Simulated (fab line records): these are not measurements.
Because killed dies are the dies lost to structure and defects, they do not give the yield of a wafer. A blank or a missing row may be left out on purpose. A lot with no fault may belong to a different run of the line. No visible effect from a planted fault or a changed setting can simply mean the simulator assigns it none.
fab line records | flow berkeley_cmos170
record lots=14 | wafers=42 | last_day=13
route steps=331 shown NVT@112 SPACER@171 NSD@194
lots untouched by any fault: they come from a run of this same line in which no faults occurred
start_h: start of the lot's first displayed wafer, in hours after the record's first day | wait_h: hours elapsed since this lot's preceding step | " same as the row above | L1.1+2: a single row standing in for several wafers | - no value present, or no start provided | * or withheld: withheld | < > ~ a bound
route shown NAME@n: a module of which the file shows steps, and the number in the route of the first | usual: average and standard deviation across the fault-free wafers | same: alike in all rows | chamber/n: place in a boat | sites: readings site by site | _std_site: how widely they spread, as a standard deviation | _edge_site: inner sites' mean taken away from outer sites' mean | radius_mm: how far each site lies from the wafer's centre | mask NAME#n: copy n | behind: the tool/chamber that last shaped the wafer | hold: what put the lot on hold/how long, in hours/how the hold closed | device: the transistor (n, p or np) that didn't switch | end of line: tests of these same wafers at the route's end | for a step that has no rows: nothing shown but its recipe | killed: at the first sort, the dies lost to defects and structure; wafer yield is something else | map: a wafer's dies, marking killed ones x, the rest . and places with no die _
set.NAME: setting as actually run; set.NAME@STEP: the setting as run at that earlier step | model.NAME: the simulator's own value behind a step, which no gauge read
steps of the route over a sample of lots; a table a step, a row a wafer
services: the hour from which a tool's chamber was out of use, counted from the record's first day as start_h (under 0 if before that day), plus the number of hours and why
## steps
# step UCB170_NVT_STRIP_08
# recipe chemistry=O2 | power_w=400 | pressure_mtorr=3500 | platen_temp_c=withheld | o2_flow_sccm=400 | overash_fraction=0.5
# usual drypump_motor_current_A=6.12/0.24 | oes_product_au=0.735/0.0042 | strip_time_to_endpoint_s=21.59/0.07
lot.wafer | tool            | chamber | start_h | wait_h | drypump_motor_current_A | oes_product_au | rf_hours_counter_h | strip_time_to_endpoint_s
L766.1    | plasma_asher-02 | 0       | 118.27  | 0.1    | 6.20                    | 0.732          | 33                 | 21.66
L766.2    | "               | 1       | "       | "      | 5.67                    | 0.733          | 33                 | 21.66
L766.3    | "               | 1       | "       | "      | 5.67                    | 0.737          | -                  | 21.59
L767.2    | plasma_asher-04 | 1       | 127.93  | 0.1    | 6.04                    | 0.736          | 47                 | 21.51
L767.5    | "               | 1       | "       | "      | 6.05                    | 0.734          | -                  | 21.49
L767.6    | "               | 0       | "       | "      | 6.39                    | 0.739          | -                  | 21.58
L768.2    | plasma_asher-01 | 1       | 153.21  | 0.1    | 6.22                    | 0.730          | 37                 | 21.63
L768.4    | "               | 0       | "       | "      | 6.28                    | 0.739          | -                  | 21.56
L768.5    | "               | 1       | "       | "      | 6.22                    | 0.735          | -                  | 21.63
L770.1    | plasma_asher-04 | 0       | 153.45  | 0.1    | 6.39                    | 0.734          | 50                 | 21.59
L770.3    | "               | 1       | "       | "      | 6.05                    | 0.732          | -                  | 21.55
L770.6    | "               | 0       | "       | "      | 6.40                    | 0.740          | -                  | 21.67
L771.2    | plasma_asher-04 | 0       | 171.82  | 0.1    | 6.39                    | 0.735          | 52                 | 21.58
L771.4    | "               | 0       | "       | "      | 6.38                    | 0.731          | -                  | 21.64
L771.6    | "               | 0       | "       | "      | 6.37                    | 0.729          | -                  | 21.57
L775.1    | plasma_asher-01 | 1       | 183.82  | 0.1    | 6.25                    | 0.736          | 40                 | 21.58
L775.2    | "               | 0       | "       | "      | 6.28                    | 0.735          | 40                 | 21.63
L775.5    | "               | 1       | "       | "      | 6.25                    | 0.732          | -                  | 21.67
L774.3    | plasma_asher-02 | 1       | 184.17  | 0.1    | 5.69                    | 0.740          | -                  | 21.61
L774.4    | "               | 0       | "       | "      | 6.24                    | 0.737          | -                  | 21.58
L774.6    | "               | 0       | "       | "      | 6.22                    | 0.737          | -                  | 21.55
L776.1    | plasma_asher-04 | 0       | 191.13  | 0.1    | 6.38                    | 0.737          | 54                 | 21.51
L776.2    | "               | 1       | "       | "      | 6.04                    | 0.734          | 54                 | 21.56
L776.5    | "               | 0       | "       | "      | 6.38                    | 0.733          | -                  | 21.52
L777.2    | plasma_asher-04 | 1       | 200.03  | 0.1    | 6.01                    | 0.733          | 54                 | 21.57
L777.3    | "               | 1       | "       | "      | 6.02                    | 0.738          | -                  | 21.66
L777.4    | "               | 0       | "       | "      | 6.35                    | 0.736          | -                  | 21.63
L778.1    | plasma_asher-02 | 1       | 200.03  | 0.1    | 5.70                    | 0.738          | 41                 | 21.58
L778.3    | "               | 0       | "       | "      | 6.20                    | 0.743          | -                  | 21.60
L778.6    | "               | 0       | "       | "      | 6.20                    | 0.732          | -                  | 21.56
L781.3    | plasma_asher-04 | 0       | 218.79  | 0.1    | 6.38                    | 0.735          | -                  | 21.55
L781.4    | "               | 1       | "       | "      | 6.03                    | 0.737          | -                  | 21.63
L781.5    | "               | 1       | "       | "      | 6.00                    | 0.737          | -                  | 21.67
L783.1    | plasma_asher-01 | 0       | 225.34  | 0.1    | 6.28                    | 0.737          | 45                 | 21.52
L783.2    | "               | 1       | "       | "      | 6.26                    | 0.735          | 45                 | 21.51
L783.4    | "               | 1       | "       | "      | 6.23                    | 0.728          | -                  | 21.53
L786.2    | plasma_asher-04 | 1       | 231.77  | 0.1    | 6.02                    | 0.730          | 58                 | 21.54
L786.3    | "               | 0       | "       | "      | 6.35                    | 0.734          | -                  | 21.53
L786.6    | "               | 1       | "       | "      | 6.04                    | 0.731          | -                  | 21.53
L788.1    | plasma_asher-01 | 1       | 245.89  | 0.1    | 6.23                    | 0.743          | 47                 | 21.54
L788.2    | "               | 0       | "       | "      | 6.27                    | 0.739          | 47                 | 21.49
L788.6    | "               | 1       | "       | "      | 6.25                    | 0.736          | -                  | 21.51
# step UCB170_SPACER_CVD_00
# recipe material=SiO2 | target_thk_nm=376 | temp_c=390 | precursor=TEOS/O2 | time_s=47 | rf_w=550 | pressure_mtorr=9000
# usual heater_power_w=282/47 | run_length_s=75.0/0.65
lot.wafer | tool     | chamber | start_h | wait_h | heater_power_w | run_length_s
L766.1    | pecvd-02 | 2       | 142.92  | 0.0    | 306            | 74.7
L766.2    | "        | 1       | "       | "      | 369            | 75.1
L766.3    | "        | 0       | "       | "      | 313            | 75.1
L767.2    | pecvd-04 | 0       | 151.82  | 0.0    | 264            | 74.4
L767.5    | "        | 2       | "       | "      | 263            | 74.7
L767.6    | "        | 1       | "       | "      | 236            | 76.1
L768.2    | pecvd-04 | 1       | 181.56  | 0.0    | 274            | 75.8
L768.4    | "        | 1       | "       | "      | 190            | 76.0
L768.5    | "        | 2       | "       | "      | 261            | 74.4
L770.1    | pecvd-03 | 0       | 182.07  | 0.0    | 261            | 74.6
L770.3    | "        | 2       | "       | "      | 320            | 74.8
L770.6    | "        | 2       | "       | "      | 329            | 74.7
L771.2    | pecvd-02 | 1       | 192.05  | 0.0    | 350            | 75.1
L771.4    | "        | 1       | "       | "      | 360            | 74.7
L771.6    | "        | 0       | "       | "      | 283            | 75.0
L775.1    | pecvd-04 | 2       | 206.62  | 0.0    | 227            | 74.2
L775.2    | "        | 0       | "       | "      | 243            | 74.3
L775.5    | "        | 0       | "       | "      | 261            | 74.9
L774.3    | pecvd-03 | 1       | 206.86  | 0.0    | 251            | 75.9
L774.4    | "        | 1       | "       | "      | 254            | 75.3
L774.6    | "        | 2       | "       | "      | 303            | 75.3
L776.1    | pecvd-04 | 1       | 216.16  | 0.0    | 269            | 75.8
L776.2    | "        | 0       | "       | "      | 261            | 74.7
L776.5    | "        | 0       | "       | "      | 274            | 74.8
L777.2    | pecvd-02 | 1       | 216.75  | 0.0    | 295            | 74.8
L777.3    | "        | 2       | "       | "      | 314            | 74.2
L777.4    | "        | 2       | "       | "      | 318            | 73.8
L778.1    | pecvd-03 | 1       | 217.46  | 0.0    | 231            | 75.5
L778.3    | "        | 0       | "       | "      | 339            | 74.3
L778.6    | "        | 0       | "       | "      | 243            | 74.6
L781.3    | pecvd-02 | 0       | 240.57  | 0.0    | 340            | 75.5
L781.4    | "        | 2       | "       | "      | 286            | 74.0
L781.5    | "        | 0       | "       | "      | 354            | 75.4
L783.1    | pecvd-04 | 0       | 249.03  | 0.0    | 283            | 74.9
L783.2    | "        | 1       | "       | "      | 247            | 75.8
L783.4    | "        | 2       | "       | "      | 228            | 74.2
L786.2    | pecvd-02 | 2       | 255.58  | 0.0    | 300            | 76.7
L786.3    | "        | 0       | "       | "      | 325            | 78.6
L786.6    | "        | 2       | "       | "      | 313            | 77.1
L788.1    | pecvd-02 | 2       | 270.64  | 0.0    | 267            | 76.8
L788.2    | "        | 1       | "       | "      | 343            | 77.5
L788.6    | "        | 2       | "       | "      | 284            | 76.9
# step UCB170_SPACER_THK_MEAS_01
# recipe reads=SiO2_of_SPACER_CVD_00
# usual SPACER_TEOS_THK=376/4
lot.wafer | tool          | chamber | start_h | wait_h | SPACER_TEOS_THK[nm]
L766.1    | film_metro-03 | -       | 142.96  | 0.0    | 374
L766.2    | "             | -       | "       | "      | 375
L766.3    | "             | -       | "       | "      | 374
L767.2    | film_metro-04 | -       | 151.88  | 0.0    | 372
L767.5    | "             | -       | "       | "      | 380
L767.6    | "             | -       | "       | "      | 382
L768.2    | film_metro-04 | -       | 181.61  | 0.0    | 370
L768.4    | "             | -       | "       | "      | 381
L768.5    | "             | -       | "       | "      | 378
L770.1    | film_metro-04 | -       | 182.12  | 0.0    | 369
L770.3    | "             | -       | "       | "      | 370
L770.6    | "             | -       | "       | "      | 379
L771.2    | film_metro-03 | -       | 192.11  | 0.0    | 376
L771.4    | "             | -       | "       | "      | 381
L771.6    | "             | -       | "       | "      | 377
L775.1    | film_metro-02 | -       | 206.66  | 0.0    | 368
L775.2    | "             | -       | "       | "      | 370
L775.5    | "             | -       | "       | "      | 379
L774.3    | film_metro-03 | -       | 206.92  | 0.0    | 376
L774.4    | "             | -       | "       | "      | 381
L774.6    | "             | -       | "       | "      | 379
L776.1    | film_metro-03 | -       | 216.20  | 0.0    | 373
L776.2    | "             | -       | "       | "      | 369
L776.5    | "             | -       | "       | "      | 380
L777.2    | film_metro-03 | -       | 216.80  | 0.0    | 372
L777.3    | "             | -       | "       | "      | 371
L777.4    | "             | -       | "       | "      | 377
L778.1    | film_metro-04 | -       | 217.55  | 0.1    | 378
L778.3    | "             | -       | "       | "      | 373
L778.6    | "             | -       | "       | "      | 378
L781.3    | film_metro-02 | -       | 240.63  | 0.0    | 372
L781.4    | "             | -       | "       | "      | 375
L781.5    | "             | -       | "       | "      | 376
L783.1    | film_metro-04 | -       | 249.07  | 0.0    | 373
L783.2    | "             | -       | "       | "      | 374
L783.4    | "             | -       | "       | "      | 377
L786.2    | film_metro-03 | -       | 255.64  | 0.0    | 398
L786.3    | "             | -       | "       | "      | 399
L786.6    | "             | -       | "       | "      | 402
L788.1    | film_metro-04 | -       | 270.68  | 0.0    | 399
L788.2    | "             | -       | "       | "      | 397
L788.6    | "             | -       | "       | "      | 404
# step UCB170_SPACER_ETCHBACK_03
# recipe stop_on=Si | target=SiO2 | chemistry=CHF3/CF4/Ar | CHF3_flow_sccm=50 | cf4_flow_sccm=10 | Ar_flow_sccm=120 | pressure_mtorr=200 | rf_w=500 | target_depth_a=3760 | time_s=100
# usual drypump_motor_current_A=5.7/0.53 | oes_product_au=0.904/0.013 | throttle_valve_pct=6.42/0.11
lot.wafer | tool        | chamber | start_h | wait_h | drypump_motor_current_A | oes_product_au | rf_hours_counter_h | throttle_valve_pct
L766.1    | rie_diel-03 | 1       | 150.81  | 0.0    | 5.1                     | 0.890          | 97                 | 6.44
L766.2    | "           | 3       | "       | "      | 4.9                     | 0.918          | 18                 | 6.47
L766.3    | "           | 2       | "       | "      | 5.3                     | 0.893          | 24                 | 6.28
L767.2    | rie_diel-02 | 3       | 162.47  | 0.0    | 6.3                     | 0.915          | 15                 | 6.37
L767.5    | "           | 0       | "       | "      | 5.5                     | 0.906          | -                  | 6.32
L767.6    | "           | 1       | "       | "      | 5.9                     | 0.915          | -                  | 6.43
L768.2    | rie_diel-03 | 0       | 187.21  | 0.0    | 5.7                     | 0.883          | 134                | 6.49
L768.4    | "           | 0       | "       | "      | 5.7                     | 0.906          | -                  | 6.49
L768.5    | "           | 0       | "       | "      | 5.7                     | 0.912          | -                  | 6.51
L770.1    | rie_diel-02 | 1       | 187.21  | 0.0    | 5.9                     | 0.891          | 70                 | 6.42
L770.3    | "           | 3       | "       | "      | 6.3                     | 0.909          | 16                 | 6.38
L770.6    | "           | 2       | "       | "      | 6.1                     | 0.922          | -                  | 6.63
L771.2    | rie_diel-03 | 0       | 197.67  | 0.0    | 5.7                     | 0.911          | 135                | 6.48
L771.4    | "           | 1       | "       | "      | 5.1                     | 0.909          | 99                 | 6.44
L771.6    | "           | 1       | "       | "      | 5.2                     | 0.901          | -                  | 6.44
L774.3    | rie_diel-03 | 1       | 211.81  | 0.0    | 5.1                     | 0.907          | 99                 | 6.44
L774.4    | "           | 2       | "       | "      | 5.3                     | 0.897          | 26                 | 6.29
L774.6    | "           | 3       | "       | "      | 4.9                     | 0.931          | -                  | 6.49
L775.1    | rie_diel-04 | 2       | 211.81  | 0.0    | 5.7                     | 0.900          | 17                 | 6.39
L775.2    | "           | 1       | "       | "      | 5.0                     | 0.909          | 129                | 6.40
L775.5    | "           | 2       | "       | "      | 5.7                     | 0.922          | -                  | 6.40
L776.1    | rie_diel-04 | 2       | 222.70  | 0.0    | 5.7                     | 0.900          | 17                 | 6.38
L776.2    | "           | 0       | "       | "      | 6.0                     | 0.885          | 77                 | 6.27
L776.5    | "           | 2       | "       | "      | 5.7                     | 0.924          | -                  | 6.40
L777.2    | rie_diel-03 | 3       | 222.70  | 0.0    | 4.9                     | 0.915          | 20                 | 6.47
L777.3    | "           | 2       | "       | "      | 5.4                     | 0.894          | 27                 | 6.29
L777.4    | "           | 1       | "       | "      | 5.1                     | 0.898          | 100                | 6.45
L778.1    | rie_diel-04 | 3       | 222.77  | 0.1    | 6.6                     | 0.890          | 3                  | 6.58
L778.3    | "           | 1       | "       | "      | 5.0                     | 0.910          | 130                | 6.41
L778.6    | "           | 3       | "       | "      | 6.6                     | 0.891          | -                  | 6.56
L781.3    | rie_diel-03 | 3       | 248.03  | 0.0    | 4.9                     | 0.915          | 22                 | 6.47
L781.4    | "           | 0       | "       | "      | 5.7                     | 0.901          | 138                | 6.50
L781.5    | "           | 2       | "       | "      | 5.4                     | 0.895          | -                  | 6.29
L783.1    | rie_diel-04 | 2       | 255.34  | 0.0    | 5.7                     | 0.904          | 19                 | 6.40
L783.2    | "           | 1       | "       | "      | 5.0                     | 0.919          | 131                | 6.40
L783.4    | "           | 3       | "       | "      | 6.7                     | 0.898          | 4                  | 6.58
L786.2    | rie_diel-02 | 3       | 262.76  | 0.0    | 6.3                     | 0.955          | 19                 | 6.38
L786.3    | "           | 1       | "       | "      | 5.9                     | 0.941          | 73                 | 6.43
L786.6    | "           | 3       | "       | "      | 6.3                     | 0.971          | -                  | 6.39
L788.1    | rie_diel-03 | 0       | 277.54  | 0.0    | 5.7                     | 0.937          | 0                  | 6.50
L788.2    | "           | 3       | "       | "      | 4.9                     | 0.959          | 23                 | 6.48
L788.6    | "           | 1       | "       | "      | 5.1                     | 0.945          | -                  | 6.44
# step UCB170_NSD_OVL_MEAS_07
# usual NSD_OVL=1/4.8
lot.wafer | tool       | chamber | start_h | wait_h | NSD_OVL[nm]
L766.1    | overlay-02 | -       | 153.95  | 0.1    | -9
L766.2    | "          | -       | "       | "      | -5
L766.3    | "          | -       | "       | "      | -2
L767.2    | overlay-02 | -       | 167.66  | 0.1    | 6
L767.5    | "          | -       | "       | "      | 6
L767.6    | "          | -       | "       | "      | 9
L770.1    | overlay-02 | -       | 190.46  | 0.1    | -4
L770.3    | "          | -       | "       | "      | -4
L770.6    | "          | -       | "       | "      | -10
L768.2    | overlay-02 | -       | 190.91  | 0.1    | 8
L768.4    | "          | -       | "       | "      | 9
L768.5    | "          | -       | "       | "      | 0
L771.2    | overlay-02 | -       | 201.68  | 0.1    | -2
L771.4    | "          | -       | "       | "      | -1
L771.6    | "          | -       | "       | "      | -2
L775.1    | overlay-01 | -       | 215.42  | 0.1    | -1
L775.2    | "          | -       | "       | "      | -2
L775.5    | "          | -       | "       | "      | 1
L774.3    | overlay-02 | -       | 216.05  | 0.1    | -5
L774.4    | "          | -       | "       | "      | -1
L774.6    | "          | -       | "       | "      | 0
L776.1    | overlay-02 | -       | 226.69  | 0.1    | 1
L776.2    | "          | -       | "       | "      | -5
L776.5    | "          | -       | "       | "      | -1
L777.2    | overlay-02 | -       | 227.01  | 0.1    | 11
L777.3    | "          | -       | "       | "      | 4
L777.4    | "          | -       | "       | "      | 13
L778.1    | overlay-01 | -       | 227.14  | 0.1    | -2
L778.3    | "          | -       | "       | "      | 1
L778.6    | "          | -       | "       | "      | -2
L781.3    | overlay-02 | -       | 251.90  | 0.1    | 1
L781.4    | "          | -       | "       | "      | 0
L781.5    | "          | -       | "       | "      | 5
L783.1    | overlay-02 | -       | 258.35  | 0.1    | -1
L783.2    | "          | -       | "       | "      | -1
L783.4    | "          | -       | "       | "      | 0
L786.2    | overlay-02 | -       | 267.35  | 0.1    | 3
L786.3    | "          | -       | "       | "      | 3
L786.6    | "          | -       | "       | "      | -3
L788.1    | overlay-01 | -       | 280.45  | 0.1    | -7
L788.2    | "          | -       | "       | "      | -7
L788.6    | "          | -       | "       | "      | -7
# step UCB170_NSD_STRIP_09
# recipe chemistry=O2 | power_w=400 | pressure_mtorr=3500 | platen_temp_c=withheld | o2_flow_sccm=400 | overash_fraction=0.5
# usual drypump_motor_current_A=6.16/0.28 | oes_product_au=0.534/0.0047 | strip_time_to_endpoint_s=35.82/0.073
lot.wafer | tool            | chamber | start_h | wait_h | drypump_motor_current_A | oes_product_au | rf_hours_counter_h | strip_time_to_endpoint_s
L766.1    | plasma_asher-03 | 0       | 154.13  | 0.1    | 6.53                    | 0.533          | 4                  | 35.77
L766.2    | "               | 1       | "       | "      | 5.87                    | 0.537          | 4                  | 35.80
L766.3    | "               | 0       | "       | "      | 6.55                    | 0.536          | -                  | 35.82
L767.2    | plasma_asher-02 | 1       | 167.84  | 0.1    | 5.71                    | 0.529          | 38                 | 35.83
L767.5    | "               | 1       | "       | "      | 5.70                    | 0.533          | -                  | 35.81
L767.6    | "               | 0       | "       | "      | 6.23                    | 0.533          | -                  | 35.72
L770.1    | plasma_asher-03 | 0       | 190.64  | 0.1    | 6.54                    | 0.534          | 7                  | 35.86
L770.3    | "               | 1       | "       | "      | 5.87                    | 0.535          | -                  | 35.84
L770.6    | "               | 0       | "       | "      | 6.54                    | 0.532          | -                  | 35.87
L768.2    | plasma_asher-03 | 0       | 191.09  | 0.1    | 6.53                    | 0.530          | 7                  | 35.76
L768.4    | "               | 1       | "       | "      | 5.88                    | 0.538          | -                  | 35.69
L768.5    | "               | 1       | "       | "      | 5.86                    | 0.535          | -                  | 35.82
L771.2    | plasma_asher-02 | 0       | 201.86  | 0.1    | 6.20                    | 0.537          | 41                 | 35.85
L771.4    | "               | 1       | "       | "      | 5.70                    | 0.541          | -                  | 35.91
L771.6    | "               | 0       | "       | "      | 6.22                    | 0.534          | -                  | 35.79
L775.1    | plasma_asher-01 | 0       | 215.60  | 0.1    | 6.27                    | 0.530          | 43                 | 35.74
L775.2    | "               | 1       | "       | "      | 6.23                    | 0.534          | 43                 | 35.79
L775.5    | "               | 0       | "       | "      | 6.29                    | 0.523          | -                  | 35.69
L774.3    | plasma_asher-03 | 0       | 216.26  | 0.1    | 6.56                    | 0.544          | -                  | 35.69
L774.4    | "               | 1       | "       | "      | 5.87                    | 0.532          | -                  | 35.74
L774.6    | "               | 1       | "       | "      | 5.88                    | 0.538          | -                  | 35.67
L776.1    | plasma_asher-01 | 1       | 226.87  | 0.1    | 6.25                    | 0.529          | 45                 | 35.93
L776.2    | "               | 0       | "       | "      | 6.27                    | 0.534          | 45                 | 35.89
L776.5    | "               | 0       | "       | "      | 6.28                    | 0.531          | -                  | 35.83
L777.2    | plasma_asher-03 | 0       | 227.19  | 0.1    | 6.53                    | 0.542          | 11                 | 35.85
L777.3    | "               | 0       | "       | "      | 6.51                    | 0.524          | -                  | 35.76
L777.4    | "               | 1       | "       | "      | 5.88                    | 0.535          | -                  | 35.82
L778.1    | plasma_asher-01 | 0       | 227.32  | 0.1    | 6.27                    | 0.540          | 45                 | 35.87
L778.3    | "               | 0       | "       | "      | 6.28                    | 0.536          | -                  | 35.93
L778.6    | "               | 0       | "       | "      | 6.28                    | 0.532          | -                  | 35.80
L781.3    | plasma_asher-02 | 1       | 252.11  | 0.1    | 5.67                    | 0.539          | -                  | 35.82
L781.4    | "               | 0       | "       | "      | 6.21                    | 0.541          | -                  | 35.83
L781.5    | "               | 1       | "       | "      | 5.68                    | 0.534          | -                  | 35.85
L783.1    | plasma_asher-01 | 0       | 258.54  | 0.1    | 6.26                    | 0.534          | 48                 | 35.83
L783.2    | "               | 1       | "       | "      | 6.26                    | 0.533          | 48                 | 35.84
L783.4    | "               | 0       | "       | "      | 6.28                    | 0.539          | -                  | 35.87
L786.2    | plasma_asher-03 | 0       | 267.53  | 0.1    | 6.56                    | 0.532          | 15                 | 35.80
L786.3    | "               | 0       | "       | "      | 6.52                    | 0.528          | -                  | 35.78
L786.6    | "               | 0       | "       | "      | 6.54                    | 0.534          | -                  | 35.69
L788.1    | plasma_asher-03 | 1       | 280.64  | 0.1    | 5.89                    | 0.538          | 16                 | 35.95
L788.2    | "               | 0       | "       | "      | 6.54                    | 0.531          | 16                 | 35.87
L788.6    | "               | 0       | "       | "      | 6.55                    | 0.541          | -                  | 35.94
## services
tool            | chamber | start_h | hours | kind
plasma_asher-02 | -       | 97.55   | 0.5   | repair
rie_diel-04     | 1       | 101.52  | 3.9   | repair
plasma_asher-03 | -       | 108.75  | 9.0   | pm
plasma_asher-03 | 0       | 108.75  | 9.0   | vent_cycle
plasma_asher-03 | 1       | 108.75  | 9.0   | vent_cycle
rie_diel-04     | -       | 113.32  | 2.8   | pm
rie_diel-03     | -       | 115.03  | 1.2   | repair
plasma_asher-03 | 0       | 117.75  | -     | clean
plasma_asher-03 | 1       | 117.75  | -     | clean
pecvd-04        | 2       | 123.21  | 5.9   | repair
pecvd-04        | -       | 135.50  | 14.0  | pm
plasma_asher-04 | -       | 143.24  | 0.4   | repair
plasma_asher-03 | -       | 158.33  | 0.9   | repair
pecvd-03        | -       | 158.39  | 0.5   | repair
rie_diel-03     | 3       | 181.73  | 14.2  | repair
rie_diel-03     | 1       | 186.50  | 8.4   | repair
pecvd-02        | -       | 222.29  | 14.6  | pm
rie_diel-04     | 1       | 233.77  | 4.9   | repair
pecvd-03        | -       | 242.50  | 14.0  | pm
rie_diel-03     | 0       | 253.65  | -     | clean
rie_diel-03     | 0       | 253.65  | 23.2  | scheduled_down
rie_diel-03     | 0       | 253.65  | 23.2  | vent_cycle
rie_diel-02     | 0       | 254.06  | 7.2   | repair
pecvd-03        | 2       | 273.69  | 10.9  | repair
## key
first_sign step=UCB170_SPACER_CVD_00 | reading=run_length_s | direction=up | sigmas=3.5 | usual=* | struck=*
effect step=UCB170_SPACER_THK_MEAS_01 | reading=SPACER_TEOS_THK | direction=up | sigmas=6.1 | usual=376 | struck=400
effect step=UCB170_SPACER_ETCHBACK_03 | reading=oes_product_au | direction=up | sigmas=3.8 | usual=0.904 | struck=0.951
met_at UCB170_SPACER_CVD_00
struck_lots L786,L788
sort_left_out L788.1,L788.2,L788.6
tester_left_out L786,L788
not_acting_at UCB170_NVT_STRIP_08,UCB170_NSD_OVL_MEAS_07,UCB170_NSD_STRIP_09
onset_between 240.57 255.58
fault kind=process_parameter_drift | tool=pecvd-02 | chamber=- | onset_h=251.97 | steps=UCB170_SPACER_CVD_00 | channel=time_s | offset=* | shape=step | end_h=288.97 | acts_in=* | stated=*
# tester_left_out: of these lots the tester's yield and bins aren't shown, on N5 and GAA mostly nor the transistor test; their killed dies are dies lost to structure and defects alone, not to doping, threshold or leakage, so they don't give the yield
# sort_left_out: the simulated sort isn't trusted on such a fault, so these wafers' sort isn't shown, and their yield isn't known
